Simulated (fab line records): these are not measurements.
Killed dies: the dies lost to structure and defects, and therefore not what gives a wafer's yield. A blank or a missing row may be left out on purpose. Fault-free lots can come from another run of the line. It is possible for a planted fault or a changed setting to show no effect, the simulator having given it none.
Which of the tools did it? + flow berkeleyCmos170 + 14 lots, 42 wafers sampled, at 3 steps of a route of 331

WHAT THE GAUGES READ, wafer by wafer
UCB170_CONTACT_CD_MEAS_90: target cd 700 nm. Usual: cdNm reads 700.1 nm (standard deviation 1.7).
| lot  | measured     | on       | cdNm (nm)         | flag |
|------|--------------|----------|-------------------|------|
| L203 | day 7 17:56  | cdSem-02 | 698.5 700.1 698.4 |      |
| L204 | day 7 20:43  | cdSem-01 | 698.0 701.6 699.5 |      |
| L206 | day 8 05:19  | cdSem-01 | 698.8 698.8 699.0 |      |
| L208 | day 8 19:57  | cdSem-02 | 699.3 699.5 701.3 |      |
| L207 | day 8 20:17  | cdSem-02 | 698.8 696.2 701.5 |      |
| L209 | day 9 10:25  | cdSem-02 | 698.0 699.3 700.6 |      |
| L212 | day 9 11:50  | cdSem-02 | 698.5 695.1 697.7 |      |
| L210 | day 9 12:11  | cdSem-01 | 703.0 698.8 703.3 |      |
| L216 | day 10 19:00 | cdSem-02 | 700.7 700.5 699.9 |      |
| L214 | day 10 19:18 | cdSem-02 | 700.8 703.0 703.1 |      |
| L215 | day 10 19:35 | cdSem-02 | 698.2 699.1 700.2 |      |
| L221 | day 11 22:20 | cdSem-01 | 700.0 700.2 701.3 |      |
| L222 | day 12 08:07 | cdSem-01 | 702.0 699.8 698.8 |      |
| L224 | day 13 04:35 | cdSem-02 | 701.2 702.3 702.2 |      |

UCB170_M2_THK_MEAS_03: measures by xrf. Usual: M2_AL_THK typically reads 901 nm, with standard deviation 10.
| lot  | measured     | on           | M2_AL_THK (nm) | flag |
|------|--------------|--------------|----------------|------|
| L203 | day 8 02:52  | filmMetro-04 | 898 895 898    |      |
| L204 | day 8 06:45  | filmMetro-03 | 904 919 909    |      |
| L206 | day 8 12:16  | filmMetro-02 | 895 899 892    |      |
| L208 | day 9 05:04  | filmMetro-04 | 890 885 883    |      |
| L207 | day 9 04:55  | filmMetro-03 | 914 907 908    |      |
| L209 | day 9 17:28  | filmMetro-03 | 921 917 903    |      |
| L212 | day 9 18:52  | filmMetro-04 | 895 890 891    |      |
| L210 | day 9 19:08  | filmMetro-03 | 892 902 891    |      |
| L216 | day 11 02:58 | filmMetro-03 | 908 906 905    |      |
| L214 | day 11 03:38 | filmMetro-02 | 908 906 907    |      |
| L215 | day 11 03:45 | filmMetro-03 | 906 911 908    |      |
| L221 | day 12 06:21 | filmMetro-04 | 896 897 896    |      |
| L222 | day 12 13:55 | filmMetro-02 | 907 905 895    |      |
| L224 | day 13 11:29 | filmMetro-04 | 892 903 907    |      |

TOOL THAT RAN EACH LOT (tool first, then ch and the chambers of the sampled wafers, then the start)
| lot  | UCB170_M1_METAL_ETCH_12          |
|------|----------------------------------|
| L203 | rieMetal-01 ch 0,1, day 7 21:07  |
| L204 | rieMetal-01 ch 0,1, day 8 01:34  |
| L206 | rieMetal-02 ch 1, day 8 07:41    |
| L208 | rieMetal-03 ch 0,1, day 8 21:39  |
| L207 | rieMetal-02 ch 0,1, day 8 22:04  |
| L209 | rieMetal-01 ch 0,1, day 9 12:08  |
| L212 | rieMetal-03 ch 1, day 9 13:24    |
| L210 | rieMetal-01 ch 0,1, day 9 13:54  |
| L216 | rieMetal-01 ch 0,1, day 10 21:23 |
| L214 | rieMetal-02 ch 0,1, day 10 21:56 |
| L215 | rieMetal-03 ch 0,1, day 10 22:26 |
| L221 | rieMetal-01 ch 0,1, day 12 00:31 |
| L222 | rieMetal-02 ch 0,1, day 12 09:42 |
| L224 | rieMetal-03 ch 0,1, day 13 06:34 |
- UCB170_M1_METAL_ETCH_12: etches Al in Cl2/BCl3, stops on PSG, target depth 780 nm, time 130 s.

AS READ BY THE TOOLS THEMSELVES (means over the sampled wafers that have a number; for cases with no such wafer, the mark the record gives instead)
UCB170_M1_METAL_ETCH_12. Usual: drypumpMotorCurrentA 5.67 A, standard deviation 0.27; oesProductAu 0.859 a.u., standard deviation 0.011; throttleValvePct 24.5 %, standard deviation 0.37.
| lot  | tool        | drypumpMotorCurrentA (A) | oesProductAu (a.u.) | throttleValvePct (%) | flag |
|------|-------------|--------------------------|---------------------|----------------------|------|
| L203 | rieMetal-01 | 5.83                     | 0.866               | 24.4                 |      |
| L204 | rieMetal-01 | 5.97                     | 0.868               | 24.6                 |      |
| L206 | rieMetal-02 | 5.33                     | 0.872               | 25.0                 |      |
| L208 | rieMetal-03 | 5.64                     | 0.848               | 24.2                 |      |
| L207 | rieMetal-02 | 5.53                     | 0.855               | 24.9                 |      |
| L209 | rieMetal-01 | 5.82                     | 0.861               | 24.4                 |      |
| L212 | rieMetal-03 | 5.80                     | 0.855               | 24.1                 |      |
| L210 | rieMetal-01 | 5.85                     | 0.867               | 24.4                 |      |
| L216 | rieMetal-01 | 5.97                     | 0.855               | 24.6                 |      |
| L214 | rieMetal-02 | 5.68                     | 0.857               | 24.7                 |      |
| L215 | rieMetal-03 | 5.65                     | 0.842               | 24.2                 |      |
| L221 | rieMetal-01 | 5.81                     | 0.864               | 24.4                 |      |
| L222 | rieMetal-02 | 5.69                     | 0.866               | 24.7                 |      |
| L224 | rieMetal-03 | 5.64                     | 0.852               | 24.2                 |      |

THE ANSWER, worked out from the rows above alone
Rule: lot off if the mean of its wafers having a number is beyond 3 standard deviations from the usual mean. A lot without any number at a reading at which 4 lots or more have one is off too. All remaining lots with rows at the step are treated as sound. The gauges are gone through in route order, then the tools' own readings, and for those a lot's mean is taken as printed above. At the first step where some lot is off, the reading lying furthest off is the one used; lots without a number count as furthest.
Nothing can be told from this: no lot is off at any reading shown.

WHAT THE SIMULATOR HAD PUT IN
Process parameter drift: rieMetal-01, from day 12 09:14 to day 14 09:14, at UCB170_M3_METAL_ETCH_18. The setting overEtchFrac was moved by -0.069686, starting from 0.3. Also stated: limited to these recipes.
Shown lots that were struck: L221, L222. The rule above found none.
